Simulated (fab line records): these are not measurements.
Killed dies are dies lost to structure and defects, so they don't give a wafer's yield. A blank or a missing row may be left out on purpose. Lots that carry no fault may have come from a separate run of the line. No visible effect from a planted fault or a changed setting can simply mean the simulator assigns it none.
Which tool was responsible? || flow berkeley_cmos170 || Sampling: 13 lots, 39 wafers, 6 of 331 route steps

== WHAT THE GAUGES READ, wafer by wafer ==
UCB170_NLDD_CD_MEAS_06 targets a cd of 1200 nm.
{"lot": "L799", "measured": "day 7 06:55", "on": "cd_sem-02", "cd_nm (nm)": "1200.4 1199.8 1199.3"}
{"lot": "L801", "measured": "day 7 19:34", "on": "cd_sem-01", "cd_nm (nm)": "1198.8 1200.1 1197.2"}
{"lot": "L804", "measured": "day 8 22:28", "on": "cd_sem-01", "cd_nm (nm)": "1197.2 1197.2 1198.3"}
{"lot": "L806", "measured": "day 8 22:06", "on": "cd_sem-02", "cd_nm (nm)": "1196.8 1199.1 1199.1"}
{"lot": "L807", "measured": "day 8 22:35", "on": "cd_sem-01", "cd_nm (nm)": "1202.0 1201.0 1201.9"}
{"lot": "L808", "measured": "day 9 17:47", "on": "cd_sem-01", "cd_nm (nm)": "1201.1 1202.6 1202.4"}
{"lot": "L811", "measured": "day 10 13:20", "on": "cd_sem-02", "cd_nm (nm)": "1198.0 1197.9 1200.6"}
{"lot": "L810", "measured": "day 10 13:35", "on": "cd_sem-01", "cd_nm (nm)": "1197.4 1199.7 1198.3"}
{"lot": "L815", "measured": "day 11 18:49", "on": "cd_sem-01", "cd_nm (nm)": "1199.8 1200.8 1200.4"}
{"lot": "L814", "measured": "day 11 19:14", "on": "cd_sem-02", "cd_nm (nm)": "1199.0 1199.4 1199.2"}
{"lot": "L820", "measured": "day 12 18:44", "on": "cd_sem-02", "cd_nm (nm)": "1198.5 1198.7 1199.4"}
{"lot": "L821", "measured": "day 12 19:10", "on": "cd_sem-01", "cd_nm (nm)": "1201.1 1200.9 1200.2"}
{"lot": "L822", "measured": "day 13 19:50", "on": "cd_sem-02", "cd_nm (nm)": "1198.2 1198.2 1199.0"}

UCB170_PSD_TW_MEAS_10.
{"lot": "L799", "measured": "day 7 17:27", "on": "film_metro-04", "PSD_TW": "2302 2303 2315"}
{"lot": "L801", "measured": "day 8 05:26", "on": "film_metro-04", "PSD_TW": "2303 2299 2305"}
{"lot": "L804", "measured": "day 9 09:41", "on": "film_metro-04", "PSD_TW": "2333 2335 2336"}
{"lot": "L806", "measured": "day 9 09:19", "on": "film_metro-01", "PSD_TW": "2351 2340 2349"}
{"lot": "L807", "measured": "day 9 10:01", "on": "film_metro-01", "PSD_TW": "2339 2346 2341"}
{"lot": "L808", "measured": "day 10 06:53", "on": "film_metro-04", "PSD_TW": "2337 2326 2321"}
{"lot": "L811", "measured": "day 11 00:05", "on": "film_metro-01", "PSD_TW": "2359 2365 2378"}
{"lot": "L810", "measured": "day 11 00:12", "on": "film_metro-04", "PSD_TW": "30 30 30"}
{"lot": "L815", "measured": "day 12 02:56", "on": "film_metro-01", "PSD_TW": "2334 2351 2337"}
{"lot": "L814", "measured": "day 12 03:37", "on": "film_metro-04", "PSD_TW": "2327 2336 2325"}
{"lot": "L820", "measured": "day 13 20:18", "on": "film_metro-04", "PSD_TW": "2315 2329 2316"}
{"lot": "L821", "measured": "day 13 20:35", "on": "film_metro-02", "PSD_TW": "2280 2282 2288"}
{"lot": "L822", "measured": "day 14 04:34", "on": "film_metro-04", "PSD_TW": "2345 2327 2338"}

== TOOL THAT RAN EACH LOT (tool first, then ch and the chambers of the sampled wafers, then the start) ==
{"lot": "L799", "UCB170_ACTIVE_ETCH_15": "rie_diel-01 ch 0,2, day 4 20:56", "UCB170_ACTIVE_STRIP_16": "plasma_asher-01 ch 0,1, day 4 21:04", "UCB170_NLDD_STRIP_10": "plasma_asher-01 ch 0,1, day 7 07:21", "UCB170_PSD_STRIP_09": "plasma_asher-01 ch 0,1, day 7 17:21"}
{"lot": "L801", "UCB170_ACTIVE_ETCH_15": "rie_diel-02 ch 0,2,3, day 5 05:26", "UCB170_ACTIVE_STRIP_16": "plasma_asher-02 ch 0,1, day 5 05:32", "UCB170_NLDD_STRIP_10": "plasma_asher-03 ch 0,1, day 7 19:59", "UCB170_PSD_STRIP_09": "plasma_asher-02 ch 0,1, day 8 05:19"}
{"lot": "L804", "UCB170_ACTIVE_ETCH_15": "rie_diel-01 ch 1,2, day 6 01:10", "UCB170_ACTIVE_STRIP_16": "plasma_asher-02 ch 0,1, day 6 01:16", "UCB170_NLDD_STRIP_10": "plasma_asher-03 ch 0,1, day 8 22:55", "UCB170_PSD_STRIP_09": "plasma_asher-02 ch 0,1, day 9 09:34"}
{"lot": "L806", "UCB170_ACTIVE_ETCH_15": "rie_diel-04 ch 0,1,2, day 6 05:36", "UCB170_ACTIVE_STRIP_16": "plasma_asher-02 ch 0,1, day 6 05:42", "UCB170_NLDD_STRIP_10": "plasma_asher-04 ch 0,1, day 8 22:33", "UCB170_PSD_STRIP_09": "plasma_asher-04 ch 0,1, day 9 09:13"}
{"lot": "L807", "UCB170_ACTIVE_ETCH_15": "rie_diel-01 ch 1,2,3, day 6 05:52", "UCB170_ACTIVE_STRIP_16": "plasma_asher-03 ch 0,1, day 6 05:58", "UCB170_NLDD_STRIP_10": "plasma_asher-04 ch 0, day 8 23:02", "UCB170_PSD_STRIP_09": "plasma_asher-04 ch 0,1, day 9 09:54"}
{"lot": "L808", "UCB170_ACTIVE_ETCH_15": "rie_diel-01 ch 0,1,2, day 6 19:40", "UCB170_ACTIVE_STRIP_16": "plasma_asher-02 ch 0,1, day 6 19:46", "UCB170_NLDD_STRIP_10": "plasma_asher-04 ch 1, day 9 18:14", "UCB170_PSD_STRIP_09": "plasma_asher-01 ch 0,1, day 10 06:47"}
{"lot": "L811", "UCB170_ACTIVE_ETCH_15": "rie_diel-01 ch 0,2, day 7 02:22", "UCB170_ACTIVE_STRIP_16": "plasma_asher-03 ch 0,1, day 7 02:28", "UCB170_NLDD_STRIP_10": "plasma_asher-03 ch 0,1, day 10 13:47", "UCB170_PSD_STRIP_09": "plasma_asher-01 ch 1, day 10 23:59"}
{"lot": "L810", "UCB170_ACTIVE_ETCH_15": "rie_diel-02 ch 0,1,3, day 7 02:37", "UCB170_ACTIVE_STRIP_16": "plasma_asher-01 ch 0,1, day 7 02:43", "UCB170_NLDD_STRIP_10": "plasma_asher-04 ch 0,1, day 10 14:02", "UCB170_PSD_STRIP_09": "plasma_asher-04 ch 0,1, day 11 00:05"}
{"lot": "L815", "UCB170_ACTIVE_ETCH_15": "rie_diel-01 ch 0,1, day 8 00:49", "UCB170_ACTIVE_STRIP_16": "plasma_asher-01 ch 0,1, day 8 00:56", "UCB170_NLDD_STRIP_10": "plasma_asher-01 ch 0,1, day 11 19:16", "UCB170_PSD_STRIP_09": "plasma_asher-04 ch 0,1, day 12 02:51"}
{"lot": "L814", "UCB170_ACTIVE_ETCH_15": "rie_diel-02 ch 0,1,3, day 8 01:03", "UCB170_ACTIVE_STRIP_16": "plasma_asher-02 ch 0,1, day 8 01:09", "UCB170_NLDD_STRIP_10": "plasma_asher-01 ch 0,1, day 11 19:41", "UCB170_PSD_STRIP_09": "plasma_asher-01 ch 0,1, day 12 03:30"}
{"lot": "L820", "UCB170_ACTIVE_ETCH_15": "rie_diel-01 ch 1,2,3, day 10 00:05", "UCB170_ACTIVE_STRIP_16": "plasma_asher-03 ch 0, day 10 00:11", "UCB170_NLDD_STRIP_10": "plasma_asher-04 ch 0,1, day 13 11:55", "UCB170_PSD_STRIP_09": "plasma_asher-01 ch 0,1, day 13 20:12"}
{"lot": "L821", "UCB170_ACTIVE_ETCH_15": "rie_diel-02 ch 1,2, day 10 00:19", "UCB170_ACTIVE_STRIP_16": "plasma_asher-01 ch 0,1, day 10 00:27", "UCB170_NLDD_STRIP_10": "plasma_asher-01 ch 0,1, day 13 11:59", "UCB170_PSD_STRIP_09": "plasma_asher-02 ch 0,1, day 13 20:29"}
{"lot": "L822", "UCB170_ACTIVE_ETCH_15": "rie_diel-01 ch 1,2,3, day 10 11:14", "UCB170_ACTIVE_STRIP_16": "plasma_asher-03 ch 0,1, day 10 11:20", "UCB170_NLDD_STRIP_10": "plasma_asher-03 ch 0,1, day 13 20:17", "UCB170_PSD_STRIP_09": "plasma_asher-04 ch 0,1, day 14 04:28"}
- UCB170_ACTIVE_ETCH_15: etches Si3N4 in CH3F/Ar/O2, stops on SiO2, target depth 242 nm, time 151 s.
- UCB170_ACTIVE_STRIP_16: strips in O2.
- UCB170_NLDD_STRIP_10: strips in O2.
- UCB170_PSD_STRIP_09: strips in O2.

== WHAT THE TOOLS THEMSELVES READ (means of the sampled wafers that have a number; where no wafer has one, the mark that the record gives instead) ==
UCB170_ACTIVE_ETCH_15.
{"lot": "L799", "tool": "rie_diel-01", "CH3F_flow_sccm (sccm)": 19.98, "chamber_pressure_mTorr (mTorr)": 49.98, "drypump_motor_current_A (A)": 5.5, "oes_product_au (a.u.)": 0.925, "throttle_valve_pct (%)": 8.13}
{"lot": "L801", "tool": "rie_diel-02", "CH3F_flow_sccm (sccm)": 20.09, "chamber_pressure_mTorr (mTorr)": 49.97, "drypump_motor_current_A (A)": 5.7, "oes_product_au (a.u.)": 0.935, "throttle_valve_pct (%)": 8.05}
{"lot": "L804", "tool": "rie_diel-01", "CH3F_flow_sccm (sccm)": 19.94, "chamber_pressure_mTorr (mTorr)": 50.03, "drypump_motor_current_A (A)": 5.9, "oes_product_au (a.u.)": 0.939, "throttle_valve_pct (%)": 8.09}
{"lot": "L806", "tool": "rie_diel-04", "CH3F_flow_sccm (sccm)": 20.03, "chamber_pressure_mTorr (mTorr)": 49.98, "drypump_motor_current_A (A)": 6.1, "oes_product_au (a.u.)": 0.937, "throttle_valve_pct (%)": 8.08}
{"lot": "L807", "tool": "rie_diel-01", "CH3F_flow_sccm (sccm)": 20.09, "chamber_pressure_mTorr (mTorr)": 50.03, "drypump_motor_current_A (A)": 5.7, "oes_product_au (a.u.)": 0.939, "throttle_valve_pct (%)": 8.03}
{"lot": "L808", "tool": "rie_diel-01", "CH3F_flow_sccm (sccm)": 20.00, "chamber_pressure_mTorr (mTorr)": 50.01, "drypump_motor_current_A (A)": 5.7, "oes_product_au (a.u.)": 0.933, "throttle_valve_pct (%)": 8.10}
{"lot": "L811", "tool": "rie_diel-01", "CH3F_flow_sccm (sccm)": 20.02, "chamber_pressure_mTorr (mTorr)": 49.95, "drypump_motor_current_A (A)": 5.5, "oes_product_au (a.u.)": 0.931, "throttle_valve_pct (%)": 8.08}
{"lot": "L810", "tool": "rie_diel-02", "CH3F_flow_sccm (sccm)": 19.99, "chamber_pressure_mTorr (mTorr)": 50.01, "drypump_motor_current_A (A)": 5.9, "oes_product_au (a.u.)": 0.937, "throttle_valve_pct (%)": 8.02}
{"lot": "L815", "tool": "rie_diel-01", "CH3F_flow_sccm (sccm)": 19.96, "chamber_pressure_mTorr (mTorr)": 49.98, "drypump_motor_current_A (A)": 5.9, "oes_product_au (a.u.)": 0.926, "throttle_valve_pct (%)": 8.13}
{"lot": "L814", "tool": "rie_diel-02", "CH3F_flow_sccm (sccm)": 20.02, "chamber_pressure_mTorr (mTorr)": 49.97, "drypump_motor_current_A (A)": 5.9, "oes_product_au (a.u.)": 0.941, "throttle_valve_pct (%)": 8.02}
{"lot": "L820", "tool": "rie_diel-01", "CH3F_flow_sccm (sccm)": 20.03, "chamber_pressure_mTorr (mTorr)": 49.96, "drypump_motor_current_A (A)": 5.7, "oes_product_au (a.u.)": 0.937, "throttle_valve_pct (%)": 8.02}
{"lot": "L821", "tool": "rie_diel-02", "CH3F_flow_sccm (sccm)": 20.03, "chamber_pressure_mTorr (mTorr)": 50.04, "drypump_motor_current_A (A)": 6.1, "oes_product_au (a.u.)": 0.931, "throttle_valve_pct (%)": 8.13}
{"lot": "L822", "tool": "rie_diel-01", "CH3F_flow_sccm (sccm)": 20.03, "chamber_pressure_mTorr (mTorr)": 49.98, "drypump_motor_current_A (A)": 5.7, "oes_product_au (a.u.)": 0.938, "throttle_valve_pct (%)": 8.03}

UCB170_ACTIVE_STRIP_16.
{"lot": "L799", "tool": "plasma_asher-01", "chamber_pressure_mTorr (mTorr)": 3503.5, "drypump_motor_current_A (A)": 5.8, "oes_product_au (a.u.)": 0.722, "strip_time_to_endpoint_s (s)": 18.08}
{"lot": "L801", "tool": "plasma_asher-02", "chamber_pressure_mTorr (mTorr)": 3502.5, "drypump_motor_current_A (A)": 5.5, "oes_product_au (a.u.)": 0.725, "strip_time_to_endpoint_s (s)": 18.04}
{"lot": "L804", "tool": "plasma_asher-02", "chamber_pressure_mTorr (mTorr)": 3501.1, "drypump_motor_current_A (A)": 5.8, "oes_product_au (a.u.)": 0.722, "strip_time_to_endpoint_s (s)": 18.12}
{"lot": "L806", "tool": "plasma_asher-02", "chamber_pressure_mTorr (mTorr)": 3499.7, "drypump_motor_current_A (A)": 5.5, "oes_product_au (a.u.)": 0.724, "strip_time_to_endpoint_s (s)": 18.08}
{"lot": "L807", "tool": "plasma_asher-03", "chamber_pressure_mTorr (mTorr)": 3498.7, "drypump_motor_current_A (A)": 5.9, "oes_product_au (a.u.)": 0.721, "strip_time_to_endpoint_s (s)": 18.00}
{"lot": "L808", "tool": "plasma_asher-02", "chamber_pressure_mTorr (mTorr)": 3500.4, "drypump_motor_current_A (A)": 5.5, "oes_product_au (a.u.)": 0.720, "strip_time_to_endpoint_s (s)": 18.12}
{"lot": "L811", "tool": "plasma_asher-03", "chamber_pressure_mTorr (mTorr)": 3498.7, "drypump_motor_current_A (A)": 5.9, "oes_product_au (a.u.)": 0.728, "strip_time_to_endpoint_s (s)": 18.07}
{"lot": "L810", "tool": "plasma_asher-01", "chamber_pressure_mTorr (mTorr)": 3501.5, "drypump_motor_current_A (A)": 5.7, "oes_product_au (a.u.)": 0.727, "strip_time_to_endpoint_s (s)": 18.09}
{"lot": "L815", "tool": "plasma_asher-01", "chamber_pressure_mTorr (mTorr)": 3500.6, "drypump_motor_current_A (A)": 6.0, "oes_product_au (a.u.)": 0.718, "strip_time_to_endpoint_s (s)": 18.08}
{"lot": "L814", "tool": "plasma_asher-02", "chamber_pressure_mTorr (mTorr)": 3501.5, "drypump_motor_current_A (A)": 5.8, "oes_product_au (a.u.)": 0.721, "strip_time_to_endpoint_s (s)": 18.07}
{"lot": "L820", "tool": "plasma_asher-03", "chamber_pressure_mTorr (mTorr)": 3498.9, "drypump_motor_current_A (A)": 6.5, "oes_product_au (a.u.)": 0.719, "strip_time_to_endpoint_s (s)": 18.08}
{"lot": "L821", "tool": "plasma_asher-01", "chamber_pressure_mTorr (mTorr)": 3500.6, "drypump_motor_current_A (A)": 5.8, "oes_product_au (a.u.)": 0.725, "strip_time_to_endpoint_s (s)": 18.02}
{"lot": "L822", "tool": "plasma_asher-03", "chamber_pressure_mTorr (mTorr)": 3503.0, "drypump_motor_current_A (A)": 6.2, "oes_product_au (a.u.)": 0.721, "strip_time_to_endpoint_s (s)": 18.04}

UCB170_NLDD_STRIP_10.
{"lot": "L799", "tool": "plasma_asher-01", "chamber_pressure_mTorr (mTorr)": 3499, "drypump_motor_current_A (A)": 5.8, "oes_product_au (a.u.)": 0.730, "strip_time_to_endpoint_s (s)": 21.66}
{"lot": "L801", "tool": "plasma_asher-03", "chamber_pressure_mTorr (mTorr)": 3498, "drypump_motor_current_A (A)": 5.9, "oes_product_au (a.u.)": 0.735, "strip_time_to_endpoint_s (s)": 21.66}
{"lot": "L804", "tool": "plasma_asher-03", "chamber_pressure_mTorr (mTorr)": 3499, "drypump_motor_current_A (A)": 6.1, "oes_product_au (a.u.)": 0.736, "strip_time_to_endpoint_s (s)": 21.53}
{"lot": "L806", "tool": "plasma_asher-04", "chamber_pressure_mTorr (mTorr)": 3502, "drypump_motor_current_A (A)": 5.7, "oes_product_au (a.u.)": 0.734, "strip_time_to_endpoint_s (s)": 21.60}
{"lot": "L807", "tool": "plasma_asher-04", "chamber_pressure_mTorr (mTorr)": 3500, "drypump_motor_current_A (A)": 6.0, "oes_product_au (a.u.)": 0.737, "strip_time_to_endpoint_s (s)": 21.59}
{"lot": "L808", "tool": "plasma_asher-04", "chamber_pressure_mTorr (mTorr)": 3502, "drypump_motor_current_A (A)": 5.0, "oes_product_au (a.u.)": 0.733, "strip_time_to_endpoint_s (s)": 21.60}
{"lot": "L811", "tool": "plasma_asher-03", "chamber_pressure_mTorr (mTorr)": 3501, "drypump_motor_current_A (A)": 6.0, "oes_product_au (a.u.)": 0.740, "strip_time_to_endpoint_s (s)": 21.68}
{"lot": "L810", "tool": "plasma_asher-04", "chamber_pressure_mTorr (mTorr)": 3498, "drypump_motor_current_A (A)": 5.7, "oes_product_au (a.u.)": 0.981, "strip_time_to_endpoint_s (s)": "-"}
{"lot": "L815", "tool": "plasma_asher-01", "chamber_pressure_mTorr (mTorr)": 3500, "drypump_motor_current_A (A)": 6.0, "oes_product_au (a.u.)": 0.740, "strip_time_to_endpoint_s (s)": 21.61}
{"lot": "L814", "tool": "plasma_asher-01", "chamber_pressure_mTorr (mTorr)": 3501, "drypump_motor_current_A (A)": 6.0, "oes_product_au (a.u.)": 0.736, "strip_time_to_endpoint_s (s)": 21.58}
{"lot": "L820", "tool": "plasma_asher-04", "chamber_pressure_mTorr (mTorr)": 3500, "drypump_motor_current_A (A)": 5.7, "oes_product_au (a.u.)": 0.734, "strip_time_to_endpoint_s (s)": 21.64}
{"lot": "L821", "tool": "plasma_asher-01", "chamber_pressure_mTorr (mTorr)": 3500, "drypump_motor_current_A (A)": 5.8, "oes_product_au (a.u.)": 0.731, "strip_time_to_endpoint_s (s)": 21.56}
{"lot": "L822", "tool": "plasma_asher-03", "chamber_pressure_mTorr (mTorr)": 3497, "drypump_motor_current_A (A)": 6.2, "oes_product_au (a.u.)": 0.735, "strip_time_to_endpoint_s (s)": 21.65}

UCB170_PSD_STRIP_09.
{"lot": "L799", "tool": "plasma_asher-01", "chamber_pressure_mTorr (mTorr)": 3504, "drypump_motor_current_A (A)": 6.0, "oes_product_au (a.u.)": 0.604, "strip_time_to_endpoint_s (s)": 29.29}
{"lot": "L801", "tool": "plasma_asher-02", "chamber_pressure_mTorr (mTorr)": 3501, "drypump_motor_current_A (A)": 5.8, "oes_product_au (a.u.)": 0.598, "strip_time_to_endpoint_s (s)": 29.39}
{"lot": "L804", "tool": "plasma_asher-02", "chamber_pressure_mTorr (mTorr)": 3501, "drypump_motor_current_A (A)": 5.8, "oes_product_au (a.u.)": 0.595, "strip_time_to_endpoint_s (s)": 29.44}
{"lot": "L806", "tool": "plasma_asher-04", "chamber_pressure_mTorr (mTorr)": 3499, "drypump_motor_current_A (A)": 5.4, "oes_product_au (a.u.)": 0.596, "strip_time_to_endpoint_s (s)": 29.39}
{"lot": "L807", "tool": "plasma_asher-04", "chamber_pressure_mTorr (mTorr)": 3505, "drypump_motor_current_A (A)": 5.3, "oes_product_au (a.u.)": 0.600, "strip_time_to_endpoint_s (s)": 29.36}
{"lot": "L808", "tool": "plasma_asher-01", "chamber_pressure_mTorr (mTorr)": 3498, "drypump_motor_current_A (A)": 5.7, "oes_product_au (a.u.)": 0.600, "strip_time_to_endpoint_s (s)": 29.38}
{"lot": "L811", "tool": "plasma_asher-01", "chamber_pressure_mTorr (mTorr)": 3502, "drypump_motor_current_A (A)": 5.5, "oes_product_au (a.u.)": 0.600, "strip_time_to_endpoint_s (s)": 29.40}
{"lot": "L810", "tool": "plasma_asher-04", "chamber_pressure_mTorr (mTorr)": 3500, "drypump_motor_current_A (A)": 5.3, "oes_product_au (a.u.)": 0.632, "strip_time_to_endpoint_s (s)": 38.14}
{"lot": "L815", "tool": "plasma_asher-04", "chamber_pressure_mTorr (mTorr)": 3497, "drypump_motor_current_A (A)": 5.7, "oes_product_au (a.u.)": 0.599, "strip_time_to_endpoint_s (s)": 29.38}
{"lot": "L814", "tool": "plasma_asher-01", "chamber_pressure_mTorr (mTorr)": 3505, "drypump_motor_current_A (A)": 5.8, "oes_product_au (a.u.)": 0.600, "strip_time_to_endpoint_s (s)": 29.45}
{"lot": "L820", "tool": "plasma_asher-01", "chamber_pressure_mTorr (mTorr)": 3499, "drypump_motor_current_A (A)": 5.7, "oes_product_au (a.u.)": 0.601, "strip_time_to_endpoint_s (s)": 29.35}
{"lot": "L821", "tool": "plasma_asher-02", "chamber_pressure_mTorr (mTorr)": 3497, "drypump_motor_current_A (A)": 5.8, "oes_product_au (a.u.)": 0.601, "strip_time_to_endpoint_s (s)": 29.55}
{"lot": "L822", "tool": "plasma_asher-04", "chamber_pressure_mTorr (mTorr)": 3500, "drypump_motor_current_A (A)": 5.7, "oes_product_au (a.u.)": 0.602, "strip_time_to_endpoint_s (s)": 29.44}

== THE ANSWER, worked out from the rows above alone ==
Rule: what is usual is taken from the lots themselves. The widest of any qualifying gaps counts: lots, ordered by their means at a reading, are off when they make up no more than a third of the lots, leave a main group of 4 or more, and stand apart from it by 3 or more times the standard deviation of that group's means. Not used: any main group whose means are identical at the precision the tables above print for the reading. A lot without any number at a reading at which 4 lots or more have one is off too. The other lots that the step has rows for count as sound. The gauges are gone through in route order, then the tools' own readings, and for those a lot's mean is taken as printed above. The first step at which some lot is off is used, and at that step the reading that is off furthest; a lot without a number counts as furthest.
Off: L810, at UCB170_PSD_TW_MEAS_10 (PSD_TW). For the main group the mean is 2328 and the standard deviation 21.
A tool fits if, at a process step before that reading, it ran every lot that is off, and no sound lot after the first of them. The gauges at UCB170_PSD_TW_MEAS_10 aren't tried: what is off there is off at UCB170_NLDD_STRIP_10 too, on other tools, and a gauge's error can't cause that. No candidate that was tried fits.

== WHAT HAD BEEN PUT IN BY THE SIMULATOR ==
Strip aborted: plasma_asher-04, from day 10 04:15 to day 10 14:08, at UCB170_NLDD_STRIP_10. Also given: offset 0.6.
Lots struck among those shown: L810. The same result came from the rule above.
